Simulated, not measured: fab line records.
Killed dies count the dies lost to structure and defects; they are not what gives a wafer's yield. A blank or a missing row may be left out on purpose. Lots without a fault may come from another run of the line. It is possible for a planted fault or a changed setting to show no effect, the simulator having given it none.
Comparing a struck lot with a sound one ; flow berkeley-cmos170 ; 43 steps out of a route of 331
Sound: these wafers, L664.2, L664.3, L664.5. Struck: wafers L670.2, L670.3, L670.5. At the end, the cause is stated.
Each step with rows lists, per side, the tool, then ch with its chambers, then its first start. Under that, the readings that differ: sound wafers ; struck wafers ; difference of the means ; sigmas: that difference in standard deviations of wafers without a fault.
alike: readings whose means differ by less than 2 such deviations, and words and numbers that are the same on both sides. not compared: withheld readings, readings that some wafer has no value for, bounds like >300 that may hide the same value, and numbers for which the record gives no deviation and whose values overlap.
A row with sigmas, a row that says differs or no value, or rows on one side alone: a step with any of these is where the two part. Numbers that don't overlap but have no deviation are shown without sigmas and don't part them. A reading missing from all wafers of one side parts the sides only when that side holds two or more wafers.

UCB170_PFIELD_OVL_MEAS_06:
  sound: overlay-02 at day 5 18:56; struck: overlay-02 at day 6 04:07
reading;sound;struck;difference;sigmas
PFIELD_OVL (nm);-7 -8 -14;-1 4 2;+11;+2
next, for these wafers, 1 step has no rows: UCB170_PFIELD_IMPLANT_07.
UCB170_PFIELD_STRIP_08: strips in O2.
  sound on plasma-asher-01 ch 0, day 5 19:14; struck on plasma-asher-03 ch 0,1, day 6 04:17
reading;sound;struck;difference;sigmas
oes-product-au (a.u.);0.741 0.740 0.735;0.729 0.734 0.726;-0.009;-2
  alike: drypump-motor-current-A, strip-time-to-endpoint-s
  not compared: rf-hours-counter-h
UCB170_PFIELD_TW_MEAS_09:
  sound: film-metro-04 at day 5 19:21; struck: film-metro-01 at day 6 04:24
reading;sound;struck;difference;sigmas
PFIELD_TW;594 596 594;608 614 612;+17;+3
then, 2 steps without rows for these wafers: UCB170_FIELD_CLEAN_00 (cleans in dHF, time 7.5 s); UCB170_FIELD_OXIDATION_01 (target thk 558.3 nm, ox time 7200 s).
UCB170_FIELD_THK_MEAS_02:
  sound: film-metro-01 at day 6 02:03; struck: film-metro-03 at day 6 11:56
  alike: FIELD_OXIDE_THK
then, 4 steps without rows for these wafers: UCB170_FIELD_ANNEAL_03 (time 1200 s); UCB170_FIELD_WET_ETCH_04 (etches SiO2 in dHF, time 60 s); UCB170_FIELD_WET_ETCH_05 (etches Si3N4 in H3PO4, time 12600 s); UCB170_FIELD_WET_ETCH_06 (etches SiO2 in BOE, time 22 s).
UCB170_FIELD_THK_MEAS_90:
  sound: film-metro-03 at day 6 10:02; struck: film-metro-01 at day 6 22:38
  alike: FIELD_OXIDE_LEFT_1_THK
UCB170_SACOX_CLEAN_00: cleans in dHF, time 7.5 s.
  sound on wet-bench-04 ch 3, day 6 10:05; struck on wet-bench-04 ch 1, day 6 22:41
then, 1 step without rows for these wafers: UCB170_SACOX_OXIDATION_01 (target thk 14.4 nm, ox time 2400 s).
UCB170_SACOX_THK_MEAS_02:
  sound: film-metro-04 at day 6 17:36; struck: film-metro-04 at day 7 03:51
  alike: SACOX_OXIDE_THK
then, 2 steps without rows for these wafers: UCB170_SCREENOX_WET_ETCH_00 (etches SiO2 in dHF, time 200 s); UCB170_SCREENOX_OXIDATION_01 (target thk 14.4 nm, ox time 2400 s).
UCB170_SCREENOX_THK_MEAS_02:
  sound: film-metro-02 at day 7 00:05; struck: film-metro-02 at day 7 11:22
  alike: SCREENOX_OXIDE_THK
then, 7 steps without rows for these wafers: UCB170_SCREENOX_ANNEAL_03 (time 900 s); UCB170_NVT_HMDS_00 (prime time 60 s); UCB170_NVT_COAT_01 (resist thk 900 nm); UCB170_NVT_SOFTBAKE_02 (time 60 s); UCB170_NVT_EXPOSE_03 (exposes mask PWELL, target cd 3000 nm); UCB170_NVT_PEB_04; UCB170_NVT_DEVELOP_05 (develop time 43.97 s).
UCB170_NVT_OVL_MEAS_06:
  sound: overlay-02 at day 7 08:34; struck: overlay-02 at day 7 20:01
reading;sound;struck;difference;sigmas
NVT_OVL (nm);-2 -10 -5;4 4 8;+11;+2
next, for these wafers, 1 step has no rows: UCB170_NVT_IMPLANT_07.
UCB170_NVT_STRIP_08: strips in O2.
  sound on plasma-asher-03 ch 0,1, day 7 08:45; struck on plasma-asher-01 ch 0,1, day 7 20:12
  alike: drypump-motor-current-A, oes-product-au, strip-time-to-endpoint-s
  not compared: rf-hours-counter-h
UCB170_NVT_TW_MEAS_09:
  sound: film-metro-04 at day 7 08:52; struck: film-metro-03 at day 7 20:19
  alike: NVT_TW
then, 7 steps without rows for these wafers: UCB170_NVT_CLEAN_10 (cleans in SPM, time 600 s); UCB170_PVT_HMDS_00 (prime time 60 s); UCB170_PVT_COAT_01 (resist thk 900 nm); UCB170_PVT_SOFTBAKE_02 (time 60 s); UCB170_PVT_EXPOSE_03 (exposes mask NWELL, target cd 3000 nm); UCB170_PVT_PEB_04; UCB170_PVT_DEVELOP_05 (develop time 45 s).
UCB170_PVT_OVL_MEAS_06:
  sound: overlay-02 at day 7 10:52; struck: overlay-02 at day 8 00:40
  alike: PVT_OVL
next, for these wafers, 1 step has no rows: UCB170_PVT_IMPLANT_07.
UCB170_PVT_STRIP_08: strips in O2.
  sound on plasma-asher-02 ch 0,1, day 7 11:02; struck on plasma-asher-03 ch 0,1, day 8 00:51
  alike: drypump-motor-current-A, oes-product-au, strip-time-to-endpoint-s
  not compared: rf-hours-counter-h
UCB170_PVT_TW_MEAS_09:
  sound: film-metro-02 at day 7 11:09; struck: film-metro-01 at day 8 00:58
  alike: PVT_TW
then, 1 step without rows for these wafers: UCB170_GATE_WET_ETCH_00 (etches SiO2 in dHF, time 200 s).
UCB170_FIELD_THK_MEAS_91:
  sound: film-metro-03 at day 7 11:17; struck: film-metro-01 at day 8 01:05
  alike: FIELD_OXIDE_LEFT_2_THK
-- the record jumps here: 2 days lie between the struck wafers' starts before and after (it left off in module FIELD and takes up again in module M3, whose first step shown is number 331 of the route) --
UCB170_M3_PROBE_99:
  rows exist in the record for the struck wafers here (prober-02, day 10 10:13), but not for the sound ones

== WHERE THEY PART ==
Earliest at UCB170_PFIELD_OVL_MEAS_06; latest, in this record, at UCB170_M3_PROBE_99.

WHY: whatever the simulator had introduced
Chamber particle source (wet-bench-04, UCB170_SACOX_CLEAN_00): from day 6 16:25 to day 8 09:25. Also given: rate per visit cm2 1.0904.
